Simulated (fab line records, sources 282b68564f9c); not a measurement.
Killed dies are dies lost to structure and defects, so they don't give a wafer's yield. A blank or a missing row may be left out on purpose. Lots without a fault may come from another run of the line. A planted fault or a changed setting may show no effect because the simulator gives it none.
fab line records | flow rit_cmos
record lots=6 wafers=18 last_day=7
route steps=202 shown REOX@99 NLDD@103 PLDD@114 SPACER@125 NSD@131 M1@202
lots that met no fault: from a run of the same line without faults
start_h: hours from the record's first day to the start of the lot's first wafer shown | wait_h: hours since the lot's step before | " the same as in the row above | L1.1+2: a row that stands for several wafers | - no value, or no start given | * or withheld: withheld | < > ~ a bound
route shown NAME@n: a module of which the file shows steps, and the number in the route of the first | usual: mean/standard deviation of fault-free wafers | same: alike in all rows | chamber/n: place in a boat | sites: the reading at each site | _std_site: their standard deviation | _edge_site: outer sites' mean less inner sites' | radius_mm: how far each site lies from the wafer's centre | mask NAME#n: copy n | behind: the tool/chamber that last shaped the wafer | hold: why the lot was held/for how many hours/how that ended | device: the transistor (n, p or np) that didn't switch | end of line: the same wafers' tests at the end of the route | a step without rows: its recipe alone | killed: dies lost to structure and defects at the first sort, not the wafer's yield | map: a wafer's dies, x killed, . not, _ none there
set.NAME: the setting as run; set.NAME@STEP: as run at that earlier step | model.NAME: the simulator's own value behind a step, which no gauge read
lots at some steps of the route; a table a step, a row a wafer
services: from which hour (start_h, from the record's first day; less than 0 if before it) a tool's chamber was out of use, for how many hours, and why
## steps
# step RIT_REOX_CLEAN_01
# recipe chemistry=dHF dilution=50:1 time_s=30
# step RIT_REOX_CLEAN_02
# recipe chemistry=SC2 mix=3:3:50 time_s=600 temp_c=75 dry=n2_spin
# step RIT_REOX_OXIDATION_03
# recipe temp_c=900 ambient=O2 target_thk_a=252 ox_time_s=5580
# step RIT_REOX_THK_MEAS_04
# recipe reads=SiO2_of_REOX_OXIDATION_03
# usual REOX_OXIDE_THK=25.2/0.53
# columns lot.wafer tool chamber start_h wait_h REOX_OXIDE_THK[nm]
L566.2 film_metro-01 - 65.38 0.0 24.8
L566.3 " - " " 24.8
L566.6 " - " " 24.8
L568.2 film_metro-02 - 76.01 0.0 25.8
L568.5 " - " " 25.6
L568.6 " - " " 25.6
L574.1 film_metro-02 - 115.25 0.0 24.7
L574.2 " - " " 24.4
L574.3 " - " " 24.8
L578.1 film_metro-01 - 130.74 0.0 24.8
L578.2 " - " " 24.7
L578.5 " - " " 24.1
L581.1 film_metro-02 - 141.20 0.0 25.5
L581.4 " - " " 25.5
L581.5 " - " " 25.3
L582.4 film_metro-02 - 144.63 0.0 25.2
L582.5 " - " " 25.4
L582.6 " - " " 25.3
# step RIT_NLDD_HMDS_00
# recipe prime_time_s=60 prime_temp_c=140
# step RIT_NLDD_COAT_01
# recipe resist=NOVOLAK spin_rpm=3250 resist_thk_nm=1000
# step RIT_NLDD_SOFTBAKE_02
# recipe resist=NOVOLAK temp_c=90 time_s=60
# step RIT_NLDD_EXPOSE_03
# recipe mask_id=M7 na=0.57 target_cd_nm=40700 dose_mj=250
# step RIT_NLDD_PEB_04
# recipe resist=NOVOLAK temp_c=withheld time_s=withheld
# step RIT_NLDD_DEVELOP_05
# recipe resist=NOVOLAK develop_time_s=50 dev_temp_c=23.77
# step RIT_NLDD_OVL_MEAS_06
# usual NLDD_OVL=0.3/1.6
# columns lot.wafer tool chamber start_h wait_h NLDD_OVL[nm]
L566.2 overlay-01 - 66.28 - 1.1
L566.3 " - " " -2.4
L566.6 " - " " 0.8
L568.2 overlay-02 - 77.04 - 1.5
L568.5 " - " " 2.2
L568.6 " - " " 0.5
L574.1 overlay-01 - 116.16 - 2.3
L574.2 " - " " 3.7
L574.3 " - " " 1.8
L578.1 overlay-02 - 131.65 - 0.3
L578.2 " - " " -3.1
L578.5 " - " " -3.2
L581.1 overlay-01 - 142.31 - 0.1
L581.4 " - " " -0.6
L581.5 " - " " -0.3
L582.4 overlay-01 - 145.53 - 1.3
L582.5 " - " " 1.5
L582.6 " - " " 3.3
# step RIT_NLDD_HARDBAKE_07
# recipe resist=NOVOLAK temp_c=140 time_s=60
# step RIT_NLDD_IMPLANT_08
# recipe species=P energy_kev=20 dose_cm2=5e+14 tilt_deg=7
# usual dose_ions_cm2=5e+14/5.2e+11 faraday_current_uA=1567/30
# columns lot.wafer tool chamber start_h wait_h dose_ions_cm2 faraday_current_uA
L566.2 implanter-03 0 66.50 0.1 4.999e+14 1585
L566.3 " 0 " " 4.999e+14 1574
L566.6 " 0 " " 4.998e+14 1566
L568.2 implanter-04 0 77.25 0.1 5.001e+14 1565
L568.5 " 0 " " 4.998e+14 1573
L568.6 " 0 " " 4.995e+14 1582
L574.1 implanter-03 0 116.35 0.1 7.103e+14 2215
L574.2 " 0 " " 7.105e+14 2152
L574.3 " 0 " " 7.106e+14 2159
L578.1 implanter-03 0 131.83 0.1 7.107e+14 2228
L578.2 " 0 " " 7.095e+14 2216
L578.5 " 0 " " 7.099e+14 2235
L581.1 implanter-02 0 142.50 0.1 5.001e+14 1577
L581.4 " 0 " " 5.003e+14 1611
L581.5 " 0 " " 5e+14 1570
L582.4 implanter-04 0 145.77 0.1 5.001e+14 1566
L582.5 " 0 " " 4.995e+14 1585
L582.6 " 0 " " 5.002e+14 1556
# step RIT_NLDD_STRIP_09
# recipe chemistry=O2 time_s=180 resist=NOVOLAK platen_temp_c=withheld power_w=500 pressure_mtorr=4000 o2_flow_sccm=4000
# usual drypump_motor_current_A=5.68/0.21
# columns lot.wafer tool chamber start_h wait_h drypump_motor_current_A rf_hours_counter_h
L566.2 plasma_asher-02 0 66.63 0.1 5.64 29
L566.3 " 1 " " 5.64 -
L566.6 " 1 " " 5.64 -
L568.2 plasma_asher-04 0 77.37 0.1 6.09 44
L568.5 " 0 " " 6.09 -
L568.6 " 1 " " 5.30 -
L574.1 plasma_asher-01 1 116.50 0.1 5.79 49
L574.2 " 0 " " 5.67 49
L574.3 " 1 " " 5.71 -
L578.1 plasma_asher-01 1 131.98 0.1 5.78 51
L578.2 " 0 " " 5.68 51
L578.5 " 1 " " 5.78 -
L581.1 plasma_asher-01 1 142.65 0.1 5.74 52
L581.4 " 1 " " 5.72 -
L581.5 " 1 " " 5.75 -
L582.4 plasma_asher-01 0 145.91 0.1 5.63 -
L582.5 " 1 " " 5.72 -
L582.6 " 0 " " 5.65 -
# step RIT_NLDD_TW_MEAS_10
# usual NLDD_TW=2513/30
# columns lot.wafer tool chamber start_h wait_h NLDD_TW
L566.2 film_metro-04 - 66.81 0.1 2482
L566.3 " - " " 2482
L566.6 " - " " 2491
L568.2 film_metro-03 - 77.56 0.1 2487
L568.5 " - " " 2493
L568.6 " - " " 2489
L574.1 film_metro-03 - 116.67 0.1 2734
L574.2 " - " " 2719
L574.3 " - " " 2730
L578.1 film_metro-04 - 132.16 0.1 2717
L578.2 " - " " 2728
L578.5 " - " " 2728
L581.1 film_metro-01 - 142.83 0.1 2560
L581.4 " - " " 2544
L581.5 " - " " 2547
L582.4 film_metro-03 - 146.05 0.1 2500
L582.5 " - " " 2499
L582.6 " - " " 2496
# step RIT_PLDD_HMDS_00
# recipe prime_time_s=60 prime_temp_c=140
# step RIT_PLDD_COAT_01
# recipe resist=NOVOLAK spin_rpm=3250 resist_thk_nm=1000
# step RIT_PLDD_SOFTBAKE_02
# recipe resist=NOVOLAK temp_c=90 time_s=60
# step RIT_PLDD_EXPOSE_03
# recipe mask_id=M8 na=0.57 target_cd_nm=40900 dose_mj=250
# step RIT_PLDD_PEB_04
# recipe resist=NOVOLAK temp_c=withheld time_s=withheld
# step RIT_PLDD_DEVELOP_05
# recipe resist=NOVOLAK develop_time_s=50 dev_temp_c=23
# step RIT_PLDD_OVL_MEAS_06
# usual PLDD_OVL=-2.2/1.4
# columns lot.wafer tool chamber start_h wait_h PLDD_OVL[nm]
L566.2 overlay-02 - 67.84 - -2.2
L566.3 " - " " -2.5
L566.6 " - " " -3.7
L568.2 overlay-01 - 78.59 - -3.9
L568.5 " - " " -3.1
L568.6 " - " " -3.8
L574.1 overlay-02 - 117.58 - -2.3
L574.2 " - " " -2.6
L574.3 " - " " -4.6
L578.1 overlay-02 - 133.09 - -3.2
L578.2 " - " " -2.9
L578.5 " - " " -2.9
L581.1 overlay-02 - 143.87 - -2.2
L581.4 " - " " -0.7
L581.5 " - " " -3.7
L582.4 overlay-02 - 147.00 - -0.7
L582.5 " - " " 0.0
L582.6 " - " " -0.2
# step RIT_PLDD_HARDBAKE_07
# recipe resist=NOVOLAK temp_c=140 time_s=60
# step RIT_PLDD_IMPLANT_08
# recipe species=BF2 energy_kev=20 dose_cm2=9e+14 tilt_deg=7
# step RIT_PLDD_STRIP_09
# recipe chemistry=O2 time_s=180 resist=NOVOLAK platen_temp_c=withheld power_w=500 pressure_mtorr=4000 o2_flow_sccm=3853
# usual drypump_motor_current_A=5.8/0.31
# columns lot.wafer tool chamber start_h wait_h drypump_motor_current_A rf_hours_counter_h
L566.2 plasma_asher-02 0 68.17 0.1 5.7 30
L566.3 " 0 " " 5.6 -
L566.6 " 0 " " 5.6 -
L568.2 plasma_asher-02 0 78.92 0.1 5.7 31
L568.5 " 1 " " 5.6 -
L568.6 " 0 " " 5.6 -
L574.1 plasma_asher-04 0 117.92 0.1 6.1 0
L574.2 " 1 " " 5.3 0
L574.3 " 0 " " 6.1 -
L578.1 plasma_asher-04 1 133.67 0.1 5.3 2
L578.2 " 0 " " 6.1 2
L578.5 " 0 " " 6.1 -
L581.1 plasma_asher-03 1 144.23 0.1 6.1 49
L581.4 " 1 " " 6.1 -
L581.5 " 0 " " 6.2 -
L582.4 plasma_asher-02 1 147.38 0.1 5.6 -
L582.5 " 0 " " 5.6 -
L582.6 " 1 " " 5.6 -
# step RIT_PLDD_TW_MEAS_10
# usual PLDD_TW=2365/26
# columns lot.wafer tool chamber start_h wait_h PLDD_TW
L566.2 film_metro-04 - 68.36 0.1 2341
L566.3 " - " " 2341
L566.6 " - " " 2339
L568.2 film_metro-01 - 79.10 0.1 2385
L568.5 " - " " 2394
L568.6 " - " " 2397
L574.1 film_metro-01 - 118.09 0.1 2398
L574.2 " - " " 2408
L574.3 " - " " 2385
L578.1 film_metro-03 - 133.85 0.1 2350
L578.2 " - " " 2355
L578.5 " - " " 2336
L581.1 film_metro-04 - 144.40 0.1 2354
L581.4 " - " " 2351
L581.5 " - " " 2348
L582.4 film_metro-01 - 147.53 0.1 2404
L582.5 " - " " 2399
L582.6 " - " " 2396
# step RIT_SPACER_CLEAN_00
# recipe chemistry=SC1 mix=3:3:50 time_s=600 temp_c=75
# step RIT_SPACER_CLEAN_01
# recipe chemistry=dHF dilution=50:1 time_s=30
# step RIT_SPACER_CLEAN_02
# recipe chemistry=SC2 mix=3:3:50 time_s=600 temp_c=75 dry=n2_spin
# step RIT_SPACER_CVD_03
# recipe material=Si3N4 target_thk_nm=250 temp_c=810 precursor=SiH2Cl2/NH3 time_s=3300 pressure_mtorr=300 sih2cl2_flow_sccm=60 nh3_flow_sccm=150
# step RIT_SPACER_THK_MEAS_04
# recipe reads=Si3N4_of_SPACER_CVD_03
# usual SPACER_NITRIDE_THK=250.8/2.2
# columns lot.wafer tool chamber start_h wait_h SPACER_NITRIDE_THK[nm]
L566.2 film_metro-02 - 70.73 0.0 252.7
L566.3 " - " " 251.6
L566.6 " - " " 253.3
L568.2 film_metro-03 - 81.46 0.0 252.3
L568.5 " - " " 253.3
L568.6 " - " " 252.5
L574.1 film_metro-01 - 120.44 0.0 248.2
L574.2 " - " " 247.8
L574.3 " - " " 246.7
L578.1 film_metro-02 - 138.11 0.0 255.2
L578.2 " - " " 252.2
L578.5 " - " " 252.0
L581.1 film_metro-03 - 146.75 0.0 248.2
L581.4 " - " " 250.6
L581.5 " - " " 247.7
L582.4 film_metro-02 - 149.87 0.0 248.9
L582.5 " - " " 248.4
L582.6 " - " " 248.2
# step RIT_SPACER_ETCHBACK_05
# recipe target_depth_a=2500 SF6_flow_sccm=30 CHF3_flow_sccm=30 target=Si3N4 chemistry=SF6/CHF3 pressure_mtorr=40 rf_w=250 time_s=240 stop_on=SiO2
# usual drypump_motor_current_A=5.7/0.61 oes_product_au=0.846/0.016 throttle_valve_pct=10.29/0.14
# columns lot.wafer tool chamber start_h wait_h drypump_motor_current_A oes_product_au rf_hours_counter_h throttle_valve_pct
L566.2 rie_diel-04 0 70.78 0.0 4.9 0.884 137 10.41
L566.3 " 3 " " 6.1 0.853 0 10.07
L566.6 " 3 " " 6.0 0.849 - 10.08
L568.2 rie_diel-03 2 81.51 0.0 6.3 0.865 54 10.21
L568.5 " 1 " " 6.4 0.827 - 10.26
L568.6 " 0 " " 5.3 0.867 - 10.42
L574.1 rie_diel-02 1 120.50 0.1 4.9 0.841 104 10.33
L574.2 " 2 " " 6.5 0.844 10 10.35
L574.3 " 0 " " 5.6 0.841 28 10.42
L578.1 rie_diel-02 3 138.17 0.1 6.4 0.855 57 9.97
L578.2 " 2 " " 6.5 0.846 10 10.33
L578.5 " 3 " " 6.4 0.851 - 9.98
L581.1 rie_diel-03 0 146.81 0.1 5.3 0.846 12 10.42
L581.4 " 2 " " 6.3 0.854 55 10.21
L581.5 " 3 " " 5.0 0.838 - 10.49
L582.4 rie_diel-04 2 149.90 0.0 6.1 0.821 121 10.26
L582.5 " 3 " " 6.0 0.831 - 10.06
L582.6 " 2 " " 6.1 0.822 - 10.27
# step RIT_NSD_HMDS_00
# recipe prime_time_s=60 prime_temp_c=140
# step RIT_NSD_COAT_01
# recipe resist=NOVOLAK spin_rpm=3250 resist_thk_nm=1000
# step RIT_NSD_SOFTBAKE_02
# recipe resist=NOVOLAK temp_c=90 time_s=60
# step RIT_NSD_EXPOSE_03
# recipe mask_id=M9 na=0.57 target_cd_nm=40700 dose_mj=250
# step RIT_NSD_PEB_04
# recipe resist=NOVOLAK temp_c=withheld time_s=withheld
# step RIT_NSD_DEVELOP_05
# recipe resist=NOVOLAK develop_time_s=50 dev_temp_c=23
# step RIT_NSD_OVL_MEAS_06
# usual NSD_OVL=-0.4/1.3
# columns lot.wafer tool chamber start_h wait_h NSD_OVL[nm]
L566.2 overlay-01 - 71.84 - -3.0
L566.3 " - " " -2.1
L566.6 " - " " 0.4
L568.2 overlay-01 - 82.52 - -0.7
L568.5 " - " " -1.4
L568.6 " - " " -0.7
L574.1 overlay-02 - 121.50 - -1.9
L574.2 " - " " 0.5
L574.3 " - " " 0.2
L578.1 overlay-01 - 139.38 - 0.4
L578.2 " - " " -1.6
L578.5 " - " " 0.5
L581.1 overlay-02 - 147.93 - -0.1
L581.4 " - " " 0.5
L581.5 " - " " 1.6
L582.4 overlay-01 - 150.92 - -1.0
L582.5 " - " " -1.7
L582.6 " - " " -0.2
# step RIT_NSD_HARDBAKE_07
# recipe resist=NOVOLAK temp_c=140 time_s=60
# step RIT_NSD_IMPLANT_08
# recipe species=P energy_kev=25 dose_cm2=1.016e+15 tilt_deg=7
# step RIT_NSD_STRIP_09
# recipe chemistry=O2 time_s=180 resist=NOVOLAK platen_temp_c=withheld power_w=500 pressure_mtorr=4000 o2_flow_sccm=4000
# usual drypump_motor_current_A=5.79/0.3
# columns lot.wafer tool chamber start_h wait_h drypump_motor_current_A rf_hours_counter_h
L566.2 plasma_asher-01 1 72.17 0.1 5.77 44
L566.3 " 1 " " 5.81 -
L566.6 " 0 " " 5.62 -
L568.2 plasma_asher-03 0 82.85 0.1 6.16 41
L568.5 " 0 " " 6.16 -
L568.6 " 1 " " 6.08 -
L574.1 plasma_asher-01 0 121.83 0.1 5.64 50
L574.2 " 1 " " 5.70 50
L574.3 " 1 " " 5.72 -
L578.1 plasma_asher-04 0 139.72 0.1 6.11 2
L578.2 " 1 " " 5.31 2
L578.5 " 0 " " 6.14 -
L581.1 plasma_asher-03 0 148.43 0.1 6.17 49
L581.4 " 0 " " 6.16 -
L581.5 " 0 " " 6.15 -
L582.4 plasma_asher-04 1 151.30 0.1 5.30 -
L582.5 " 1 " " 5.31 -
L582.6 " 0 " " 6.12 -
# step RIT_SDANNEAL_RS_MEAS_07
# recipe thk_meas_gauge=four-point-probe
# usual NLDD_RS=151.4/0.64
# columns lot.wafer tool chamber start_h wait_h NLDD_RS[ohm/sq]
L566.2 film_metro-04 - 74.75 0.1 151.3
L566.3 " - " " 151.3
L566.6 " - " " 151.9
L568.2 film_metro-01 - 85.47 0.1 153.2
L568.5 " - " " 152.3
L568.6 " - " " 152.7
L574.1 film_metro-04 - 124.62 0.1 113.5
L574.2 " - " " 113.5
L574.3 " - " " 113.6
L578.1 film_metro-01 - 142.39 0.1 114.3
L578.2 " - " " 114.4
L578.5 " - " " 114.1
L581.1 film_metro-01 - 151.00 0.1 151.6
L581.4 " - " " 151.9
L581.5 " - " " 152.0
L582.4 film_metro-04 - 153.86 0.1 151.6
L582.5 " - " " 151.3
L582.6 " - " " 151.5
# step RIT_M1_PROBE_99
# usual killed_at_front_end=7/3.4 killed_dies=7/3.4 killed_open=3.7/2.2 killed_short=3.6/2.2
# same gross_dies=264 killed_at_M0_to_M3=0 killed_at_M4_up=0 killed_at_back_side=0 killed_at_contacts=0 killed_at_other=0
# columns lot.wafer tool chamber start_h wait_h killed_at_front_end killed_dies killed_open killed_short model.etest.nmos_0p3.r_on_ohm_um model.etest.nmos_0p15.r_on_ohm_um model.etest.nldd.rs_ohm_sq model.etest.nmos_turned.drive_ua_um model.etest.nmos_0p15.drive_ua_um model.etest.nldd.line_ohm_um model.etest.nmos_0p3.drive_ua_um model.etest.nmos_narrow.drive_ua_um
L566.2 prober-02 - 81.78 0.1 11 11 4 7 2146 1152 378.4 325.3 462.5 119.9 233.7 225.8
L566.3 prober-02 - 81.83 0.2 12 12 4 8 2135 1121 374.2 329.2 465.3 118.8 228.6 222.7
L566.6 prober-02 - 81.98 0.2 4 4 0 4 2140 1139 378.1 326.8 453.2 120.2 227.6 216.7
L568.2 prober-02 - 92.57 0.1 7 7 3 4 2175 1134 404.9 298.4 456.7 129.1 220.8 214
L568.5 prober-02 - 92.72 0.2 8 8 2 6 2201 1148 398.2 307 454.8 128 218.2 211.6
L568.6 prober-02 - 92.77 0.2 9 9 5 4 2205 1169 402.2 299.1 448.7 129.6 220.7 213.3
L574.1 prober-02 - 131.71 0.1 8 8 4 4 2012 966.7 267.4 409.2 524.2 84.62 233.3 222.8
L574.2 prober-02 - 131.76 0.1 6 6 3 3 1972 936.2 263.2 421.5 535.1 85.02 236.2 226.7
L574.3 prober-02 - 131.81 0.2 8 8 4 4 2004 964.5 267.9 412.7 529.1 87.13 235.1 223.8
L578.1 prober-01 - 149.68 0.1 5 5 3 2 2008 977.1 268.2 399.4 514.3 84.91 234.1 228.9
L578.2 prober-01 - 149.73 0.1 4 4 2 2 1956 946.5 266.7 414.9 532.3 85.08 238.6 231.2
L578.5 prober-01 - 149.88 0.2 7 7 3 4 2011 977.3 258.1 404.7 518.4 82.36 232 232
L581.1 prober-01 - 158.13 0.1 6 6 3 3 2160 1127 385.2 314.5 470 119.6 226.8 228.3
L581.4 prober-01 - 158.28 0.2 5 5 3 2 2103 1076 380.6 320.6 478.4 120.5 224.4 228.3
L581.5 prober-01 - 158.33 0.2 9 9 4 5 2135 1107 378.3 319.9 467.6 119.1 222.4 224.9
L582.4 prober-02 - 161.07 0.2 6 6 0 6 2144 1097 371.9 352.9 513.2 118.3 234.9 233
L582.5 prober-02 - 161.12 0.2 7 7 2 5 2103 1096 371.7 345.1 505.9 120.4 236 231.9
L582.6 prober-02 - 161.17 0.2 5 5 3 2 2138 1110 373.4 350 506.3 117.9 236.7 235.3
# killed by level:class
L566.2 SPACER:geometric_particle:short=3 GATE:geometric_particle:short=2 REOX:geometric_particle:open=2 GATE:geometric_particle:open=1 REOX:geometric_particle:short=1 SILICIDE:geometric_particle:short=1 SILICIDE:geometric_particle:open=1
L566.3 GATE:geometric_particle:short=5 REOX:geometric_particle:open=3 SPACER:geometric_particle:short=2 FOX1:geometric_particle:short=1 SPACER:geometric_particle:open=1
L566.6 SPACER:geometric_particle:short=2 SILICIDE:geometric_particle:short=2
L568.2 FOX1:geometric_particle:open=1 FOX2:geometric_particle:short=1 GATE:geometric_particle:short=1 REOX:geometric_particle:short=1 REOX:geometric_particle:open=1 SILICIDE:geometric_particle:short=1 SILICIDE:geometric_particle:open=1
L568.5 GATE:geometric_particle:short=3 REOX:geometric_particle:short=2 FOX1:geometric_particle:open=1 GATE:geometric_particle:open=1 SPACER:geometric_particle:short=1
L568.6 GATE:geometric_particle:open=5 GATE:geometric_particle:short=2 SILICIDE:geometric_particle:short=2
L574.1 FOX1:geometric_particle:short=1 FOX1:geometric_particle:open=1 FOX2:geometric_particle:open=1 GATE:geometric_particle:short=1 REOX:geometric_particle:open=1 SPACER:geometric_particle:short=1 SPACER:geometric_particle:open=1 SILICIDE:geometric_particle:short=1
L574.2 SPACER:geometric_particle:open=2 ACTIVE:geometric_particle:short=1 GATE:geometric_particle:short=1 GATE:geometric_particle:open=1 SPACER:geometric_particle:short=1
L574.3 FOX1:geometric_particle:open=2 FOX1:geometric_particle:short=1 FOX2:geometric_particle:short=1 FOX2:geometric_particle:open=1 REOX:geometric_particle:open=1 SPACER:geometric_particle:short=1 SILICIDE:geometric_particle:short=1
L578.1 GATE:geometric_particle:open=2 ACTIVE:geometric_particle:open=1 ACTIVE:geometric_particle:short=1 SILICIDE:geometric_particle:short=1
L578.2 FOX2:geometric_particle:short=1 GATE:geometric_particle:short=1 REOX:geometric_particle:open=1 SILICIDE:geometric_particle:open=1
L578.5 GATE:geometric_particle:open=2 FOX1:geometric_particle:short=1 FOX1:geometric_particle:open=1 GATE:geometric_particle:short=1 REOX:geometric_particle:short=1 SPACER:geometric_particle:short=1
L581.1 SPACER:geometric_particle:short=2 FOX1:geometric_particle:short=1 FOX1:geometric_particle:open=1 GATE:geometric_particle:open=1 SPACER:geometric_particle:open=1
L581.4 FOX2:geometric_particle:open=2 GATE:geometric_particle:short=1 SILICIDE:geometric_particle:open=1 SILICIDE:geometric_particle:short=1
L581.5 SILICIDE:geometric_particle:open=3 SPACER:geometric_particle:short=2 FOX1:geometric_particle:short=1 GATE:geometric_particle:short=1 SPACER:geometric_particle:open=1 SILICIDE:geometric_particle:short=1
L582.4 REOX:geometric_particle:short=2 FOX1:geometric_particle:short=1 FOX2:geometric_particle:short=1 GATE:geometric_particle:short=1 SPACER:geometric_particle:short=1
L582.5 FOX1:geometric_particle:short=2 FOX1:geometric_particle:open=1 FOX2:geometric_particle:short=1 GATE:geometric_particle:short=1 REOX:geometric_particle:open=1 SILICIDE:geometric_particle:short=1
L582.6 SPACER:geometric_particle:open=2 FOX2:geometric_particle:short=1 REOX:geometric_particle:open=1 SPACER:geometric_particle:short=1
## services
# columns tool chamber start_h hours kind
rie_diel-04 3 50.62 - clean
rie_diel-04 3 50.62 15.7 scheduled_down
rie_diel-04 3 50.62 15.7 vent_cycle
rie_diel-02 1 51.43 7.6 repair
rie_diel-02 2 64.91 4.1 repair
rie_diel-03 1 82.20 9.4 repair
rie_diel-04 3 87.50 8.3 repair
implanter-02 - 87.65 5.7 repair
rie_diel-04 3 102.17 3.8 repair
plasma_asher-02 - 104.47 14.6 pm
plasma_asher-04 - 108.84 9.0 pm
plasma_asher-04 0 108.84 9.0 vent_cycle
plasma_asher-04 1 108.84 9.0 vent_cycle
rie_diel-02 3 111.64 8.7 repair
plasma_asher-04 0 117.84 - clean
plasma_asher-04 1 117.84 - clean
rie_diel-04 0 129.83 13.2 repair
rie_diel-03 3 136.89 2.7 repair
implanter-02 - 140.11 1.0 repair
implanter-03 - 144.48 1.5 repair
rie_diel-04 0 150.33 5.3 repair
## key
first_sign step=RIT_NLDD_IMPLANT_08 reading=dose_ions_cm2 direction=up sigmas=99+ usual=5e+14 struck=7.102e+14
effect step=RIT_NLDD_IMPLANT_08 reading=faraday_current_uA direction=up sigmas=21 usual=1567 struck=2201
effect step=RIT_NLDD_TW_MEAS_10 reading=NLDD_TW direction=up sigmas=7.2 usual=2513 struck=2726
effect step=RIT_SDANNEAL_RS_MEAS_07 reading=NLDD_RS direction=down sigmas=58 usual=151.4 struck=113.9
model_effect step=RIT_M1_PROBE_99 value=etest.nmos_0p3.r_on_ohm_um without=2142 struck=1994
met_at RIT_NLDD_IMPLANT_08
struck_wafers L574.1,L574.2,L574.3,L578.1,L578.2,L578.5
tester_left_out L574,L578
onset_between 66.50 116.35
fault kind=process_parameter_drift tool=implanter-03 chamber=- onset_h=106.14 steps=RIT_NLDD_IMPLANT_08 channel=dose_cm2 offset=2.1e+14 shape=step end_h=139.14 acts_in=these_recipes_only stated=5e+14
# tester_left_out: of these lots the tester's yield and bins aren't shown, on N5 and GAA mostly nor the transistor test; their killed dies are dies lost to structure and defects alone, not to doping, threshold or leakage, so they don't give the yield
